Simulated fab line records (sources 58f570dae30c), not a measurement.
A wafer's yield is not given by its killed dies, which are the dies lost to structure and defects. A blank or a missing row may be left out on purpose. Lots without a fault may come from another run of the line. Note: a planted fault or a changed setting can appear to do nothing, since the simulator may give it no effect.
Problem report in the 8D (eight disciplines) form, filled by code || flow berkeley-cmos170 || the parts of the form that need people (team, actions taken, sign-off) are left out

== 1. THE PROBLEM ==
Wafers without a fault read 56.80 W, standard deviation 0.048; heater-power-total-W at UCB170_PWELL_SOFTBAKE_09 reads a mean of 58.47 W on 9 wafers belonging to 3 lots. Relative to the usual mean, that is a shift of +35 standard deviations.
The step: time 60 s.
Earliest sighting: wafer L827.3 on litho-track-02 at day 5 09:04. Wafers with a number at this step in the record: 45, from 15 lots. Rule for "out", or "out of limits": more than 4 standard deviations from the usual mean. Any other wafer with a number is counted as sound.

== 2. WHAT IT IS AND WHAT IT IS NOT ==
{"question": "which readings at this step", "is": "heater-power-total-W, plate-temp-C", "is not": "chill-plate-temp-C"}
{"question": "which lots", "is": "L827, L828, L829", "is not": "L815, L816, L817, L818, L819, L820, L821, L822, L823, L824, L836, L838"}
{"question": "which wafers of those lots", "is": "all that have a number", "is not": "-"}
{"question": "read on which tools", "is": "litho-track-02", "is not": "litho-track-01, litho-track-03"}
{"question": "when", "is": "from day 5 09:04", "is not": "up to then (30 sound wafers); but 6 sound wafers of L836, L838 came after"}

== 3. THE SUSPECTS, EACH WITH WHAT RULES IT OUT ==
Counting: a tool stays on the suspect list if, at a process step up to the reading, it processed all lots that are out and no sound lot following the first of them.
- litho-track-02 at UCB170_PWELL_SOFTBAKE_09 (time 60 s): kept. All lots that are out passed through it, beginning with L827 at day 5 09:04, and no sound lot followed; its final sound lot before that point was L823 at day 4 15:14. Its own heater-power-total-W, plate-temp-C readings are out on those wafers.
Remaining after the count: litho-track-02 at UCB170_PWELL_SOFTBAKE_09.

== 4. THE CAUSE (what the simulator had put in) ==
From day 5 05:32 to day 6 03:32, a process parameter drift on litho-track-02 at UCB170_PWELL_SOFTBAKE_09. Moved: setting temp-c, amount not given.
The count eliminated every tool but this one.

== 5. THE EFFECT CHAIN, in route order ==
Each row: a reading where the mean over the struck wafers with a number is more than 3 standard deviations away from the usual. Only readings whose record carries a usual standard deviation are examined. hours: median over the lots of the time between each lot's start at the first step of this table that gives one and its start at this step. sigmas: the change, counted in usual standard deviations.
{"hours": 0, "step": "UCB170_PWELL_SOFTBAKE_09", "reading": "heater-power-total-W", "usual": "56.80 W", "on struck wafers": 58.47, "change": "+1.67", "sigmas": "+35"}
{"hours": 0, "step": "UCB170_PWELL_SOFTBAKE_09", "reading": "plate-temp-C", "usual": "129.98 C", "on struck wafers": 132.95, "change": "+2.97", "sigmas": "+20"}
It contains these process steps:
- UCB170_PWELL_SOFTBAKE_09: time 60 s.
Later measuring or inspecting steps at which every struck wafer that the step has a row for has a number for every such reading, and none has moved that far: UCB170_ACTIVE_CD_MEAS_13, UCB170_GATE_THK_MEAS_02.

== 6. HOW IT WOULD HAVE BEEN CAUGHT EARLIER ==
The fault began at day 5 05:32; the first out-of-limits reading in this record came at day 5 09:04, 4 hours later.
